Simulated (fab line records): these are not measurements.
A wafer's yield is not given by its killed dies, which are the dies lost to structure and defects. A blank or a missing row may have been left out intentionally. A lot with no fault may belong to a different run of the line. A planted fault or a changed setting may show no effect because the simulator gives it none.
Split-lot experiment	flow berkeleyCmos170	23 wafers read from 5 lots, route of 331 steps

## ABOUT THE SPLIT
At UCB170_ACTIVE_COAT_08 (resist thk 900 nm), the setting resistThkNm was moved away from the recipe's 900 nm on 10 of the 23 wafers read, by -5.5% to +4.4%. This setting was run at the recipe's value on the other wafers.

## FROM THE SPLIT TO THE READING: what the file shows between them, 2 steps
- UCB170_ACTIVE_SOFTBAKE_09: time 60 s
- UCB170_ACTIVE_EXPOSE_10: exposes mask ACTIVE, target cd 1200 nm

## THE READING
KrF_of_ACTIVE_COAT_08.thkNm (the simulator's own value, which no gauge read), in nm, at UCB170_ACTIVE_ETCH_15 (etches Si3N4 in CH3F/Ar/O2, stops on SiO2, target depth 242 nm, time 151 s). No usual value for it is given in the file. Average 722.4 nm, standard deviation 3.1 nm, over the 13 wafers here run with the recipe.

wafer	tool, chamber at the split	resistThkNm as run, nm	against the recipe	KrF_of_ACTIVE_COAT_08.thkNm, nm	against lot-mates on the recipe
L074.2	lithoTrack-03, 0	850.7	-5.5%	673.3	-52.0
L074.3	lithoTrack-03, 0	900	recipe	721.1	-
L074.4	lithoTrack-03, 0	900	recipe	729.5	-
L074.5	lithoTrack-03, 0	850.7	-5.5%	675.7	-49.6
L074.6	lithoTrack-03, 0	850.7	-5.5%	671.6	-53.7
L076.1	lithoTrack-02, 0	900	recipe	725.4	-
L076.2	lithoTrack-02, 0	900	recipe	722	-
L076.3	lithoTrack-02, 0	900	recipe	720.9	-
L076.4	lithoTrack-02, 0	939	+4.3%	758.8	+36.0
L076.5	lithoTrack-02, 0	939	+4.3%	761.2	+38.4
L078.1	lithoTrack-03, 0	900	recipe	727.4	-
L078.3	lithoTrack-03, 0	900	recipe	722.6	-
L078.6	lithoTrack-03, 0	900	recipe	720.5	-
L083.1	lithoTrack-01, 0	900	recipe	720.4	-
L083.2	lithoTrack-01, 0	900	recipe	719.4	-
L083.4	lithoTrack-01, 0	866.8	-3.7%	682.9	-36.8
L083.5	lithoTrack-01, 0	866.8	-3.7%	685.6	-34.1
L083.6	lithoTrack-01, 0	900	recipe	719.3	-
L085.1	lithoTrack-03, 0	939.7	+4.4%	760.9	+39.8
L085.2	lithoTrack-03, 0	900	recipe	722.8	-
L085.4	lithoTrack-03, 0	900	recipe	719.4	-
L085.5	lithoTrack-03, 0	939.7	+4.4%	764.7	+43.6
L085.6	lithoTrack-03, 0	939.7	+4.4%	764.4	+43.3

FIT RESULTS
A straight line over all 23 wafers: KrF_of_ACTIVE_COAT_08.thkNm changes by +9.15 nm for each +1% of resistThkNm; r = +0.99; the points scatter about the line by 3.1 nm.
The same after taking each lot's own level away (the mean of its wafers on the recipe; 23 wafers): +9.35 nm for each +1%; r = +1.00; scatter 2.5 nm.
On that fit, the largest move of resistThkNm shifts the reading by 51 nm.
Measured against the standard deviation above, the lots' own levels, which go from 719.70 to 725.30 nm, span 1.8 times it.
So the lot-to-lot level changes the slope little: the two slopes agree.
Check: -51.4 nm against its lot-mates is what the line predicts for one of the wafers moved furthest among these (-5.5%) when that wafer is left out of the fit. Against them it came out at -52 nm.

## FURTHER SPLITS ON THESE WAFERS
Other splits were also applied to these wafers ahead of the reading. Each is held against what the fit with the lots' levels taken away leaves over:
other split on the same wafers	wafers away from the commonest value	r with KrF_of_ACTIVE_COAT_08.thkNm (lot level and that fit taken away)
UCB170_NWELL_CVD_04 sih2cl2FlowSccm	18	+0.08
UCB170_PWELL_OXIDATION_02 oxTimeS	5	+0.00

## THE WHOLE CHAIN: every reading that the file lists as answering this split, in the file's order
step	what it does	reading	change (the file's fit)	r (the file's)
UCB170_ACTIVE_COAT_08	resist thk 900 nm	KrF_of_ACTIVE_COAT_08.thkNm (the simulator's own value, which no gauge read)	+9.37 nm for each +1% of the setting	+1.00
UCB170_ACTIVE_ETCH_15	etches Si3N4 in CH3F/Ar/O2, stops on SiO2, target depth 242 nm, time 151 s	KrF_of_ACTIVE_COAT_08.thkNm (the simulator's own value, which no gauge read)	+9.31 nm for each +1% of the setting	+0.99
UCB170_ACTIVE_STRIP_16	strips in O2	stripTimeToEndpointS	withheld for each +1% of the setting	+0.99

## FILE'S OWN FIT
KrF_of_ACTIVE_COAT_08.thkNm changes by +9.31 nm for each +1% of resistThkNm, r = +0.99.
